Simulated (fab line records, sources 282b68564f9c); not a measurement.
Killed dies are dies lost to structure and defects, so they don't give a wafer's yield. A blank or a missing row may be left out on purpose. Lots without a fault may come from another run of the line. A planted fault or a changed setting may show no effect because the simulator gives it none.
Split-lot experiment | flow rit_cmos | 5 lots, 23 wafers read, on a route of 202 steps

THE SPLIT
At RIT_GATE_COAT_11 (resist thk 850 nm), the setting spin_rpm was moved away from the recipe's 4250 rpm on 8 of the 23 wafers read, by -6.6% to -2.5%. The other wafers ran this setting at the recipe's value.

FROM THE SPLIT TO THE READING: what the file shows between them, 8 steps
- RIT_GATE_SOFTBAKE_12: time 60 s
- RIT_GATE_EXPOSE_13: exposes mask M6, target cd 150 nm
- RIT_GATE_PEB_14
- RIT_GATE_DEVELOP_15: develop time 50 s
- RIT_GATE_CD_MEAS_16: target cd 150 nm
- RIT_GATE_HARDBAKE_18: time 60 s
- RIT_GATE_ETCH_19: etches poly-Si in SF6/CHF3/O2, stops on SiO2, time 171.6 s, target depth 312.5 nm
- RIT_GATE_STRIP_20: strips in O2, time 180 s

THE READING
cd_nm, in nm, at RIT_GATE_CD_MEAS_90 (target cd 150 nm). Fault-free wafers of this fab line usually give 152.5 nm, standard deviation 2 nm.

wafer  | tool, chamber at the split | spin_rpm as run, rpm | against the recipe | cd_nm, nm | against lot-mates on the recipe
L075.2 | litho_track-03, 0          | 4250                 | recipe             | 154.6     | -
L075.3 | litho_track-03, 0          | 4250                 | recipe             | 151.3     | -
L075.4 | litho_track-03, 0          | 4250                 | recipe             | 156.0     | -
L075.5 | litho_track-03, 0          | 4250                 | recipe             | 155.0     | -
L075.6 | litho_track-03, 0          | 4250                 | recipe             | 154.1     | -
L079.1 | litho_track-04, 0          | 3969                 | -6.6%              | 159.1     | +3.9
L079.2 | litho_track-04, 0          | 3969                 | -6.6%              | 160.2     | +5.0
L079.3 | litho_track-04, 0          | 3969                 | -6.6%              | 160.4     | +5.2
L079.4 | litho_track-04, 0          | 4250                 | recipe             | 155.3     | -
L079.5 | litho_track-04, 0          | 4250                 | recipe             | 155.0     | -
L081.2 | litho_track-03, 0          | 4250                 | recipe             | 153.6     | -
L081.4 | litho_track-03, 0          | 4250                 | recipe             | 154.0     | -
L081.5 | litho_track-03, 0          | 4250                 | recipe             | 152.4     | -
L084.1 | litho_track-04, 0          | 4250                 | recipe             | 149.3     | -
L084.2 | litho_track-04, 0          | 4143                 | -2.5%              | 154.6     | +4.9
L084.3 | litho_track-04, 0          | 4250                 | recipe             | 150.0     | -
L084.5 | litho_track-04, 0          | 4143                 | -2.5%              | 154.1     | +4.4
L084.6 | litho_track-04, 0          | 4143                 | -2.5%              | 151.9     | +2.2
L085.1 | litho_track-03, 0          | 4250                 | recipe             | 154.5     | -
L085.2 | litho_track-03, 0          | 3989                 | -6.1%              | 160.5     | +7.0
L085.3 | litho_track-03, 0          | 4250                 | recipe             | 152.4     | -
L085.4 | litho_track-03, 0          | 3989                 | -6.1%              | 159.2     | +5.7
L085.6 | litho_track-03, 0          | 4250                 | recipe             | 153.6     | -

THE FIT
A straight line over all 23 wafers: cd_nm changes by -0.97 nm for each +1% of spin_rpm; r = -0.81; the points scatter about the line by 1.9 nm.
The same after taking each lot's own level away (the mean of its wafers on the recipe; 23 wafers): -0.859 nm for each +1%; r = -0.88; scatter 1.3 nm.
On that fit, the largest move of spin_rpm shifts the reading by 5.7 nm.
The lots' own levels span 149.65 to 155.15 nm, that is 2.8 times the standard deviation above.
So the lot-to-lot level changes the slope: the two fits differ.
Check: with one of the wafers moved furthest among these (-6.6%) left out of the fit, the line predicts +6.34 nm for it against its lot-mates. It came out at +3.95 nm against them.

OTHER SPLITS ON THESE WAFERS
These wafers also went through other splits before the reading. Each is held against what the fit with the lots' levels taken away leaves over:
other split on the same wafers       | wafers away from the commonest value | r with cd_nm (lot level and that fit taken away)
RIT_ACTIVE_DEVELOP_10 develop_time_s | 10                                   | +0.39
RIT_FOX2_WET_ETCH_03 time_s          | 15                                   | -0.37
RIT_NWELL_IMPLANT_08 energy_kev      | 7                                    | +0.21
RIT_NRETRO_COAT_01 resist_thk_nm     | 4                                    | -0.01
RIT_PRETRO_COAT_01 spin_rpm          | 8                                    | -0.12
RIT_PRETRO_SOFTBAKE_02 temp_c        | 4                                    | -0.08
RIT_GATE_CVD_08 temp_c               | 13                                   | -0.31

THE WHOLE CHAIN: every reading that the file lists as answering this split, in the file's order
step                 | what it does      | reading                                                                         | change (the file's fit)               | r (the file's)
RIT_GATE_COAT_11     | resist thk 850 nm | NOVOLAK_of_GATE_COAT_11.thk_nm (the simulator's own value, which no gauge read) | -4.61 nm for each +1% of the setting  | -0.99
RIT_GATE_CD_MEAS_16  | target cd 150 nm  | cd_nm                                                                           | -0.918 nm for each +1% of the setting | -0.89
RIT_GATE_HARDBAKE_18 | time 60 s         | NOVOLAK_of_GATE_COAT_11.thk_nm (the simulator's own value, which no gauge read) | -4.04 nm for each +1% of the setting  | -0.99
RIT_GATE_CD_MEAS_90  | target cd 150 nm  | cd_nm                                                                           | -0.911 nm for each +1% of the setting | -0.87

THE FILE'S OWN FIT
cd_nm changes by -0.911 nm for each +1% of spin_rpm, r = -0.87.
